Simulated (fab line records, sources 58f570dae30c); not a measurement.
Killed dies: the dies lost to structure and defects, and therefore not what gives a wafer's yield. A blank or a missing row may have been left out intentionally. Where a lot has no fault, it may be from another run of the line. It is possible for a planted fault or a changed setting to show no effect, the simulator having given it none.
Comparing a struck lot with a sound one -- flow berkeleyCmos170 -- 15 steps out of a route of 331
Sound: wafers L894.3, L894.5, L894.6. Wafers L899.3, L899.5, L899.6 were the ones struck. At the end, the cause is stated.
Per side, at each step with rows, come the tool, then ch with its chambers, and then its first start. Under that, the readings that differ: sound wafers -- struck wafers -- difference of the means -- sigmas: that difference in standard deviations of wafers without a fault.
alike: readings with means less than 2 such deviations apart, plus words and numbers identical on both sides. not compared: withheld readings, readings lacking a value on some wafer, bounds such as >300 that could conceal the same value, and numbers that have no deviation in the record and whose values overlap.
A row with sigmas, a row that says differs or no value, or rows on one side alone: a step with any of these is where the two part. Non-overlapping numbers with no deviation appear without sigmas and do not part them. A reading missing from all wafers of one side parts the sides only when that side holds two or more wafers.

UCB170_BACKSIDE_STRIP_03: strips in O2.
  sound on plasmaAsher-04 ch 0,1, day 10 05:55; struck on plasmaAsher-02 ch 0,1, day 11 14:31
  alike: drypumpMotorCurrentA, oesProductAu, stripTimeToEndpointS
  not compared: rfHoursCounterH
then, 1 step without rows for these wafers: UCB170_BACKSIDE_CLEAN_04 (cleans in SPM, time 600 s).
UCB170_SDANNEAL_RTA_00: time 10 s.
  sound on rtpAnneal-02 ch 0, day 10 06:11; struck on rtpAnneal-01 ch 0, day 11 14:46
reading,sound,struck,difference,sigmas
lampPowerPct (%),24.1 24.1 24.1,21.7 21.7 21.7,-2.4,-2
  alike: chamberO2Ppm, wafer_temp_C_max
UCB170_SDANNEAL_RTA_01: time 5 s.
  sound on rtpAnneal-02 ch 0, day 10 06:15; struck on rtpAnneal-01 ch 0, day 11 14:50
  alike: chamberO2Ppm, lampPowerPct, wafer_temp_C_max
UCB170_SDANNEAL_RS_MEAS_02: a four-point-probe measurement.
  sound: filmMetro-01 at day 10 06:20; struck: filmMetro-01 at day 11 14:55
  alike: PSD_RS
UCB170_SDANNEAL_RS_MEAS_03: a four-point-probe measurement.
  sound: filmMetro-01 at day 10 06:27; struck: filmMetro-01 at day 11 15:02
  alike: NSD_RS
UCB170_SDANNEAL_RS_MEAS_04: a four-point-probe measurement.
  sound: filmMetro-01 at day 10 06:34; struck: filmMetro-01 at day 11 15:09
  alike: PLDD_RS
UCB170_SDANNEAL_RS_MEAS_05: a four-point-probe measurement.
  sound: filmMetro-01 at day 10 06:41; struck: filmMetro-01 at day 11 15:16
  alike: NLDD_RS
then, 1 step without rows for these wafers: UCB170_SILICIDE_PRE_CLEAN_00 (preclean etch time 60 s).
UCB170_SILICIDE_SPUTTER_01: material Ti, target thk 30 nm, time 25 s.
  sound: pvdSputter-03 at day 10 06:50; struck: pvdSputter-01 at day 11 15:25
  alike: cathodeDcPowerW, chamberPressurePa, throttleValvePct
UCB170_SILICIDE_RS_MEAS_02: a four-point-probe measurement.
  sound: filmMetro-02 at day 10 06:54; struck: filmMetro-02 at day 11 15:29
  alike: SILICIDE_TI_RS
UCB170_SILICIDE_THK_MEAS_03: measures by xrf.
  sound: filmMetro-02 at day 10 07:00; struck: filmMetro-02 at day 11 15:35
  alike: SILICIDE_TI_THK
UCB170_SILICIDE_RTA_04: time 15.51 s.
  sound on rtpAnneal-01 ch 0, day 10 07:04; struck on rtpAnneal-01 ch 0, day 11 15:40
reading,sound,struck,difference,sigmas
chamberO2Ppm,2.037 2.032 2.005,61.985 62.005 61.989,+59.968,+99 or more
  alike: lampPowerPct, wafer_temp_C_max
then, 1 step without rows for these wafers: UCB170_SILICIDE_WET_ETCH_05 (etches Ti in SPM, time 45 s).
UCB170_M3_PROBE_99:
  sound wafers here have rows in the record (prober-02, day 11 03:46); struck ones have none

WHERE THEY PART
Last at UCB170_M3_PROBE_99 as far as this record goes, first at UCB170_SDANNEAL_RTA_00.

WHY: the cause the simulator had injected
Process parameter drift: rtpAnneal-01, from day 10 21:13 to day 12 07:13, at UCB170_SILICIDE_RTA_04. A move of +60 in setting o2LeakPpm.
